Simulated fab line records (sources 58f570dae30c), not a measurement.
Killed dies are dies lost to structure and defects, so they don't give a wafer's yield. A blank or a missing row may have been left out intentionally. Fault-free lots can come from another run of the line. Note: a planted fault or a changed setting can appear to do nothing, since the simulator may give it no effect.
Which tool did it? -- flow berkeley-cmos170 -- 7 lots, 21 wafers sampled, at 2 steps of a route of 331

== WHAT THE GAUGES READ, wafer by wafer ==
UCB170_V1_OVL_MEAS_13.
lot,measured,on,V1_OVL (nm)
L154,day 7 20:21,overlay-02,-3 -5 -8
L159,day 8 15:16,overlay-02,3 1 -8
L160,day 8 15:59,overlay-02,3 2 2
L163,day 9 14:08,overlay-02,6 3 -2
L167,day 10 09:58,overlay-01,3 6 10
L174,day 10 23:26,overlay-02,2 8 5
L177,day 11 23:31,overlay-02,6 -5 -5

== WHICH TOOL RAN EACH LOT (tool, then ch and the chambers of the sampled wafers, then the start) ==
lot,UCB170_NVT_STRIP_08
L154,"plasma-asher-03 ch 0,1, day 5 22:07"
L159,"plasma-asher-04 ch 0,1, day 6 13:43"
L160,"plasma-asher-03 ch 0,1, day 6 21:14"
L163,"plasma-asher-02 ch 0, day 7 22:02"
L167,"plasma-asher-04 ch 0,1, day 8 05:14"
L174,"plasma-asher-04 ch 0,1, day 9 05:07"
L177,"plasma-asher-03 ch 0,1, day 10 02:01"
- UCB170_NVT_STRIP_08: strips in O2.

== THE ANSWER, worked out from the rows above alone ==
Rule: what is usual is taken from the lots themselves. Put in order of their means at a reading, lots are off if they are a third of the lots or fewer, leave a main group of 4 or more, and stand apart from it by a gap of 3 or more times the standard deviation of the main group's means; of several such gaps the widest counts. If all means in a main group match to the digits the tables above print for the reading, that group is not used. A lot without any number at a reading at which 4 lots or more have one is off too. Where the step has rows for the other lots, those lots are counted as sound.
None of the lots is off at any reading shown; this tells nothing.

== WHAT THE SIMULATOR HAD PUT IN ==
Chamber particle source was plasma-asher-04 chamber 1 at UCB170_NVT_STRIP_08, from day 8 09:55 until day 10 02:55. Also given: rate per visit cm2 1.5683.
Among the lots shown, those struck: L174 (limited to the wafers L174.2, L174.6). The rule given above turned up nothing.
